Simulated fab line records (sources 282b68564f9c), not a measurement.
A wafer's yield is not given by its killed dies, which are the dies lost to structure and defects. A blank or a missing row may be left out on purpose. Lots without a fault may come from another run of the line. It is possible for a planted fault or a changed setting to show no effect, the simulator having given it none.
Which tool is to blame? :: flow rit cmos :: 42 wafers from 14 lots sampled at 3 of the route's 202 steps

## WHAT THE GAUGES READ, wafer by wafer
RIT_CONTACT_CD_MEAS_90: the cd target is 1000 nm.
lot: L200
measured: day 3 09:09
on: cd sem-01
cd nm (nm): 999.8 999.2 998.2

lot: L202
measured: day 3 16:07
on: cd sem-02
cd nm (nm): 1003.4 1000.2 999.8

lot: L203
measured: day 4 03:35
on: cd sem-01
cd nm (nm): 1000.8 1000.4 998.3

lot: L204
measured: day 4 09:41
on: cd sem-01
cd nm (nm): 1003.9 1002.8 1002.8

lot: L205
measured: day 4 17:12
on: cd sem-02
cd nm (nm): 998.6 999.6 999.2

lot: L207
measured: day 5 00:42
on: cd sem-02
cd nm (nm): 1002.8 1002.3 1003.3

lot: L209
measured: day 5 10:44
on: cd sem-02
cd nm (nm): 1000.1 1000.3 997.7

lot: L210
measured: day 5 14:28
on: cd sem-02
cd nm (nm): 1001.2 1000.2 998.2

lot: L211
measured: day 5 22:11
on: cd sem-02
cd nm (nm): 998.6 1000.6 998.9

lot: L213
measured: day 6 03:30
on: cd sem-02
cd nm (nm): 997.3 997.0 999.1

lot: L215
measured: day 6 10:56
on: cd sem-01
cd nm (nm): 1000.9 1001.4 1002.4

lot: L216
measured: day 6 17:46
on: cd sem-02
cd nm (nm): 999.7 999.5 1000.4

lot: L218
measured: day 7 03:25
on: cd sem-02
cd nm (nm): 1000.5 997.1 1001.3

lot: L221
measured: day 7 22:20
on: cd sem-02
cd nm (nm): 999.6 999.0 999.3

## WHAT TOOL EACH LOT RAN ON (gives the tool, then ch and the chambers of the sampled wafers, and finally the start)
lot: L200
RIT_PRETRO_STRIP_09: plasma asher-02 ch 0,1, day 2 10:26
RIT_NSD_STRIP_09: plasma asher-01 ch 0,1, day 3 04:03

lot: L202
RIT_PRETRO_STRIP_09: plasma asher-01 ch 0,1, day 2 18:19
RIT_NSD_STRIP_09: plasma asher-01 ch 0,1, day 3 11:09

lot: L203
RIT_PRETRO_STRIP_09: plasma asher-01 ch 0,1, day 3 00:04
RIT_NSD_STRIP_09: plasma asher-02 ch 0,1, day 3 22:47

lot: L204
RIT_PRETRO_STRIP_09: plasma asher-01 ch 0,1, day 3 06:10
RIT_NSD_STRIP_09: plasma asher-03 ch 0,1, day 4 04:22

lot: L205
RIT_PRETRO_STRIP_09: plasma asher-02 ch 0,1, day 3 14:26
RIT_NSD_STRIP_09: plasma asher-01 ch 1, day 4 12:05

lot: L207
RIT_PRETRO_STRIP_09: plasma asher-02 ch 0,1, day 3 23:20
RIT_NSD_STRIP_09: plasma asher-03 ch 0,1, day 4 19:25

lot: L209
RIT_PRETRO_STRIP_09: plasma asher-03 ch 0,1, day 4 12:47
RIT_NSD_STRIP_09: plasma asher-02 ch 0,1, day 5 05:45

lot: L210
RIT_PRETRO_STRIP_09: plasma asher-03 ch 0,1, day 4 15:38
RIT_NSD_STRIP_09: plasma asher-03 ch 0,1, day 5 09:15

lot: L211
RIT_PRETRO_STRIP_09: plasma asher-02 ch 0,1, day 4 21:04
RIT_NSD_STRIP_09: plasma asher-01 ch 0,1, day 5 17:17

lot: L213
RIT_PRETRO_STRIP_09: plasma asher-03 ch 0,1, day 5 05:30
RIT_NSD_STRIP_09: plasma asher-01 ch 0,1, day 5 22:22

lot: L215
RIT_PRETRO_STRIP_09: plasma asher-03 ch 1, day 5 12:20
RIT_NSD_STRIP_09: plasma asher-01 ch 0,1, day 6 05:40

lot: L216
RIT_PRETRO_STRIP_09: plasma asher-02 ch 0, day 5 19:55
RIT_NSD_STRIP_09: plasma asher-03 ch 0,1, day 6 12:43

lot: L218
RIT_PRETRO_STRIP_09: plasma asher-02 ch 0,1, day 6 05:40
RIT_NSD_STRIP_09: plasma asher-03 ch 0,1, day 6 22:32

lot: L221
RIT_PRETRO_STRIP_09: plasma asher-03 ch 0,1, day 6 19:01
RIT_NSD_STRIP_09: plasma asher-03 ch 0,1, day 7 17:14
- RIT_PRETRO_STRIP_09: strips in O2, time 180 s.
- RIT_NSD_STRIP_09: strips in O2, time 180 s.

## AS READ BY THE TOOLS THEMSELVES (means over the sampled wafers that have a number; for cases with no such wafer, the mark the record gives instead)
RIT_PRETRO_STRIP_09.
lot: L200
tool: plasma asher-02
drypump motor current A (A): 5.49
o2 flow sccm (sccm): 4001

lot: L202
tool: plasma asher-01
drypump motor current A (A): 5.71
o2 flow sccm (sccm): 4001

lot: L203
tool: plasma asher-01
drypump motor current A (A): 5.91
o2 flow sccm (sccm): 3999

lot: L204
tool: plasma asher-01
drypump motor current A (A): 5.89
o2 flow sccm (sccm): 4012

lot: L205
tool: plasma asher-02
drypump motor current A (A): 5.32
o2 flow sccm (sccm): 4011

lot: L207
tool: plasma asher-02
drypump motor current A (A): 5.48
o2 flow sccm (sccm): 3994

lot: L209
tool: plasma asher-03
drypump motor current A (A): 5.60
o2 flow sccm (sccm): 4000

lot: L210
tool: plasma asher-03
drypump motor current A (A): 5.61
o2 flow sccm (sccm): 4004

lot: L211
tool: plasma asher-02
drypump motor current A (A): 5.32
o2 flow sccm (sccm): 4005

lot: L213
tool: plasma asher-03
drypump motor current A (A): 5.60
o2 flow sccm (sccm): 3997

lot: L215
tool: plasma asher-03
drypump motor current A (A): 5.64
o2 flow sccm (sccm): 3999

lot: L216
tool: plasma asher-02
drypump motor current A (A): 5.13
o2 flow sccm (sccm): 3992

lot: L218
tool: plasma asher-02
drypump motor current A (A): 5.50
o2 flow sccm (sccm): 3989

lot: L221
tool: plasma asher-03
drypump motor current A (A): 5.58
o2 flow sccm (sccm): 4016

RIT_NSD_STRIP_09.
lot: L200
tool: plasma asher-01
drypump motor current A (A): 5.72
o2 flow sccm (sccm): 4002

lot: L202
tool: plasma asher-01
drypump motor current A (A): 5.88
o2 flow sccm (sccm): 4001

lot: L203
tool: plasma asher-02
drypump motor current A (A): 5.50
o2 flow sccm (sccm): 4001

lot: L204
tool: plasma asher-03
drypump motor current A (A): 5.57
o2 flow sccm (sccm): 4003

lot: L205
tool: plasma asher-01
drypump motor current A (A): 6.04
o2 flow sccm (sccm): 3998

lot: L207
tool: plasma asher-03
drypump motor current A (A): 5.56
o2 flow sccm (sccm): 4004

lot: L209
tool: plasma asher-02
drypump motor current A (A): 5.49
o2 flow sccm (sccm): 4009

lot: L210
tool: plasma asher-03
drypump motor current A (A): 5.62
o2 flow sccm (sccm): 3993

lot: L211
tool: plasma asher-01
drypump motor current A (A): 5.90
o2 flow sccm (sccm): 4002

lot: L213
tool: plasma asher-01
drypump motor current A (A): 5.89
o2 flow sccm (sccm): 3997

lot: L215
tool: plasma asher-01
drypump motor current A (A): 5.88
o2 flow sccm (sccm): 3987

lot: L216
tool: plasma asher-03
drypump motor current A (A): 5.57
o2 flow sccm (sccm): 4005

lot: L218
tool: plasma asher-03
drypump motor current A (A): 5.60
o2 flow sccm (sccm): 4012

lot: L221
tool: plasma asher-03
drypump motor current A (A): 5.61
o2 flow sccm (sccm): 4000

## THE ANSWER, worked out from the rows above alone
Rule: the usual values come from the lots themselves. Put in order of their means at a reading, lots are off if they are a third of the lots or fewer, leave a main group of 4 or more, and stand apart from it by a gap of 3 or more times the standard deviation of the main group's means; of several such gaps the widest counts. The tables above print the reading to a certain number of digits; a main group whose means all agree to those digits is not used. Also off: a lot with no number at a reading for which 4 or more lots have one. Where the step has rows for the other lots, those lots are counted as sound. Order of review: gauges by route order, followed by the tools' own readings, for which a lot's mean as printed above is used. The first step at which some lot is off is used, and at that step the reading that is off furthest; a lot without a number counts as furthest.
Across all readings shown, no lot is off: no conclusion can be drawn from this.

## WHAT THE SIMULATOR HAD PUT IN
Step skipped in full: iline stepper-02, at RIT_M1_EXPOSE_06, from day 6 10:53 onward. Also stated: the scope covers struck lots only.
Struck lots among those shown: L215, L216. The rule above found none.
